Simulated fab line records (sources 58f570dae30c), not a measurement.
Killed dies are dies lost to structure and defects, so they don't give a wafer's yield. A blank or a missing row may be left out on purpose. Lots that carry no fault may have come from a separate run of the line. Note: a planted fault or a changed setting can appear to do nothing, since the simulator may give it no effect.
Which tool is to blame? / flow berkeley-cmos170 / 14 lots, 42 wafers sampled, at 2 steps of a route of 331

WHAT THE GAUGES READ, wafer by wafer
UCB170_M1_CD_MEAS_09 targets a cd of 700 nm.
lot=L291; measured=day 6 04:58; on=cd-sem-02; cd-nm (nm)=702.9 700.8 702.2
lot=L294; measured=day 7 14:20; on=cd-sem-01; cd-nm (nm)=702.2 700.2 700.6
lot=L293; measured=day 7 17:05; on=cd-sem-01; cd-nm (nm)=699.6 701.3 699.8
lot=L297; measured=day 8 07:53; on=cd-sem-02; cd-nm (nm)=701.6 702.6 703.9
lot=L298; measured=day 8 19:42; on=cd-sem-01; cd-nm (nm)=697.3 698.4 698.0
lot=L299; measured=day 8 20:17; on=cd-sem-02; cd-nm (nm)=702.5 702.5 701.5
lot=L300; measured=day 8 23:13; on=cd-sem-02; cd-nm (nm)=699.9 699.8 699.8
lot=L301; measured=day 9 10:58; on=cd-sem-02; cd-nm (nm)=701.0 699.6 700.0
lot=L303; measured=day 9 11:00; on=cd-sem-01; cd-nm (nm)=699.9 699.8 699.6
lot=L302; measured=day 10 04:01; on=cd-sem-02; cd-nm (nm)=701.2 701.8 701.3
lot=L305; measured=day 10 04:15; on=cd-sem-01; cd-nm (nm)=701.7 702.5 703.4
lot=L306; measured=day 10 04:58; on=cd-sem-01; cd-nm (nm)=720.0 720.3 718.9
lot=L307; measured=day 10 18:16; on=cd-sem-01; cd-nm (nm)=718.1 718.2 717.5
lot=L312; measured=day 11 19:22; on=cd-sem-01; cd-nm (nm)=699.9 699.9 700.5

EACH LOT AND THE TOOL THAT RAN IT (in order: tool; ch and the chambers of the sampled wafers; start)
lot=L291; UCB170_M1_SOFTBAKE_05=litho-track-04 ch 0, day 6 04:00
lot=L294; UCB170_M1_SOFTBAKE_05=litho-track-01 ch 0, day 7 13:00
lot=L293; UCB170_M1_SOFTBAKE_05=litho-track-04 ch 0, day 7 16:00
lot=L297; UCB170_M1_SOFTBAKE_05=litho-track-01 ch 0, day 8 07:00
lot=L298; UCB170_M1_SOFTBAKE_05=litho-track-04 ch 0, day 8 19:00
lot=L299; UCB170_M1_SOFTBAKE_05=litho-track-02 ch 0, day 8 19:00
lot=L300; UCB170_M1_SOFTBAKE_05=litho-track-04 ch 0, day 8 22:00
lot=L301; UCB170_M1_SOFTBAKE_05=litho-track-02 ch 0, day 9 10:00
lot=L303; UCB170_M1_SOFTBAKE_05=litho-track-04 ch 0, day 9 10:00
lot=L302; UCB170_M1_SOFTBAKE_05=litho-track-02 ch 0, day 10 02:00
lot=L305; UCB170_M1_SOFTBAKE_05=litho-track-04 ch 0, day 10 02:00
lot=L306; UCB170_M1_SOFTBAKE_05=litho-track-04 ch 0, day 10 04:00
lot=L307; UCB170_M1_SOFTBAKE_05=litho-track-04 ch 0, day 10 17:00
lot=L312; UCB170_M1_SOFTBAKE_05=litho-track-02 ch 0, day 11 18:00
- UCB170_M1_SOFTBAKE_05: time 60 s.

AS READ BY THE TOOLS THEMSELVES (means over the sampled wafers that have a number; for cases with no such wafer, the mark the record gives instead)
UCB170_M1_SOFTBAKE_05.
lot=L291; tool=litho-track-04; exhaust-pa (Pa)=45.6; heater-power-total-W (W)=56.80; plate-temp-C (C)=129.98
lot=L294; tool=litho-track-01; exhaust-pa (Pa)=45.4; heater-power-total-W (W)=56.79; plate-temp-C (C)=129.90
lot=L293; tool=litho-track-04; exhaust-pa (Pa)=44.5; heater-power-total-W (W)=56.79; plate-temp-C (C)=129.95
lot=L297; tool=litho-track-01; exhaust-pa (Pa)=45.2; heater-power-total-W (W)=56.80; plate-temp-C (C)=130.11
lot=L298; tool=litho-track-04; exhaust-pa (Pa)=44.3; heater-power-total-W (W)=56.84; plate-temp-C (C)=130.06
lot=L299; tool=litho-track-02; exhaust-pa (Pa)=45.9; heater-power-total-W (W)=56.77; plate-temp-C (C)=130.02
lot=L300; tool=litho-track-04; exhaust-pa (Pa)=45.3; heater-power-total-W (W)=56.74; plate-temp-C (C)=129.97
lot=L301; tool=litho-track-02; exhaust-pa (Pa)=45.8; heater-power-total-W (W)=56.83; plate-temp-C (C)=130.07
lot=L303; tool=litho-track-04; exhaust-pa (Pa)=45.6; heater-power-total-W (W)=56.77; plate-temp-C (C)=129.96
lot=L302; tool=litho-track-02; exhaust-pa (Pa)=44.7; heater-power-total-W (W)=56.79; plate-temp-C (C)=130.08
lot=L305; tool=litho-track-04; exhaust-pa (Pa)=45.5; heater-power-total-W (W)=56.80; plate-temp-C (C)=130.03
lot=L306; tool=litho-track-04; exhaust-pa (Pa)=45.7; heater-power-total-W (W)=50.27; plate-temp-C (C)=118.39
lot=L307; tool=litho-track-04; exhaust-pa (Pa)=45.9; heater-power-total-W (W)=50.25; plate-temp-C (C)=118.40
lot=L312; tool=litho-track-02; exhaust-pa (Pa)=44.2; heater-power-total-W (W)=56.80; plate-temp-C (C)=130.07

THE ANSWER, worked out from the rows above alone
Rule: usual is defined by the lots themselves. Put in order of their means at a reading, lots are off if they are a third of the lots or fewer, leave a main group of 4 or more, and stand apart from it by a gap of 3 or more times the standard deviation of the main group's means; of several such gaps the widest counts. A main group whose means are all the same, to the digits that the tables above print for the reading, isn't used. A lot without any number at a reading at which 4 lots or more have one is off too. Where the step has rows for the other lots, those lots are counted as sound. After the gauges, taken in route order, come the tools' own readings; for these a lot's mean is taken, as printed above. The first step at which some lot is off is used, and at that step the reading that is off furthest; a lot without a number counts as furthest.
Off: L306, L307, at UCB170_M1_CD_MEAS_09 (cd-nm). Main group: mean 700.8 nm, sd 1.3.
If a tool, at a process step before that reading, ran all the lots that are off and no sound lot after the first of them, it fits. The gauges at UCB170_M1_CD_MEAS_09 aren't tried: what is off there is off at UCB170_M1_SOFTBAKE_05 too, on other tools, and a gauge's error can't cause that. One fits: UCB170_M1_SOFTBAKE_05 on litho-track-04. A fault onset in the window from L305 (day 10 02:00, its last sound lot) to L306 (day 10 04:00, its first lot off) fits.
The tool's own readings at UCB170_M1_SOFTBAKE_05 bear it out: on the lots that are off they differ by more than 5 times the standard deviation of the sound lots' means. heater-power-total-W reads 50.26 W there against 56.79 W on the sound lots; plate-temp-C reads 118.40 C there against 130.02 C on the sound lots.

WHAT WAS PUT IN BY THE SIMULATOR
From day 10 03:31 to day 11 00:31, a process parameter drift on litho-track-04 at UCB170_M1_SOFTBAKE_05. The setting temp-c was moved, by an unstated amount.
Struck lots among those shown: L306, L307. The same result came from the rule above.
